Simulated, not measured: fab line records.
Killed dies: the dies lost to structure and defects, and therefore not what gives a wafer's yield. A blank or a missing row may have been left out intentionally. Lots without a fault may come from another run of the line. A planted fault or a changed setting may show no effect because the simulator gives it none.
Chamber matching || flow berkeleyCmos170 || 4 sister chambers for UCB170_CONTACT_ETCH_17 on rieDiel-04
The step etches BARC in N2/H2. 8 wafers are shown with their chamber, then 7 later ones without.

## WAFERS WITH THEIR CHAMBER
{"wafer": "L142.3", "chamber": 0, "throttleValvePct (%)": 13.15, "drypumpMotorCurrentA (A)": 5.55}
{"wafer": "L145.5", "chamber": 3, "throttleValvePct (%)": 13.56, "drypumpMotorCurrentA (A)": 5.83}
{"wafer": "L145.6", "chamber": 2, "throttleValvePct (%)": 13.34, "drypumpMotorCurrentA (A)": 6.39}
{"wafer": "L150.2", "chamber": 0, "throttleValvePct (%)": 13.15, "drypumpMotorCurrentA (A)": 5.57}
{"wafer": "L151.3", "chamber": 3, "throttleValvePct (%)": 13.55, "drypumpMotorCurrentA (A)": 5.84}
{"wafer": "L151.5", "chamber": 1, "throttleValvePct (%)": 13.19, "drypumpMotorCurrentA (A)": 5.95}
{"wafer": "L154.1", "chamber": 1, "throttleValvePct (%)": 13.21, "drypumpMotorCurrentA (A)": 5.95}
{"wafer": "L154.2", "chamber": 2, "throttleValvePct (%)": 13.34, "drypumpMotorCurrentA (A)": 6.42}

## WAFERS MISSING THEIR CHAMBER
{"wafer": "L154.3", "throttleValvePct (%)": 13.16, "drypumpMotorCurrentA (A)": 5.53}
{"wafer": "L153.1", "throttleValvePct (%)": 13.18, "drypumpMotorCurrentA (A)": 5.95}
{"wafer": "L153.2", "throttleValvePct (%)": 13.55, "drypumpMotorCurrentA (A)": 5.82}
{"wafer": "L153.6", "throttleValvePct (%)": 13.55, "drypumpMotorCurrentA (A)": 5.85}
{"wafer": "L165.1", "throttleValvePct (%)": 13.34, "drypumpMotorCurrentA (A)": 6.34}
{"wafer": "L165.2", "throttleValvePct (%)": 13.20, "drypumpMotorCurrentA (A)": 5.97}
{"wafer": "L165.6", "throttleValvePct (%)": 13.19, "drypumpMotorCurrentA (A)": 5.96}

## WHICH CHAMBER EACH ONE RAN IN
{"wafer": "L154.3", "from the rows above": 0, "in truth": 0}
{"wafer": "L153.1", "from the rows above": 1, "in truth": 1}
{"wafer": "L153.2", "from the rows above": 3, "in truth": 3}
{"wafer": "L153.6", "from the rows above": 3, "in truth": 3}
{"wafer": "L165.1", "from the rows above": 2, "in truth": 2}
{"wafer": "L165.2", "from the rows above": 1, "in truth": 1}
{"wafer": "L165.6", "from the rows above": 1, "in truth": 1}
7 of 7 placed correctly. Number that these rows cannot place: 0. Number placed wrongly: 0.
How it was worked out, from the rows above alone: a wafer's distance from a chamber is the root of the sum, over the readings, of the square of ((its reading less the chamber's mean) divided by the reading's scatter). The wafer belongs to the nearest chamber; if the next one is less than 2 further off, it can't be placed. A chamber's mean is the mean of its shown wafers. The scatter: take each reading less its chamber's mean, square it, sum over the shown wafers, divide by the number of wafers less the number of chambers, and take the root.
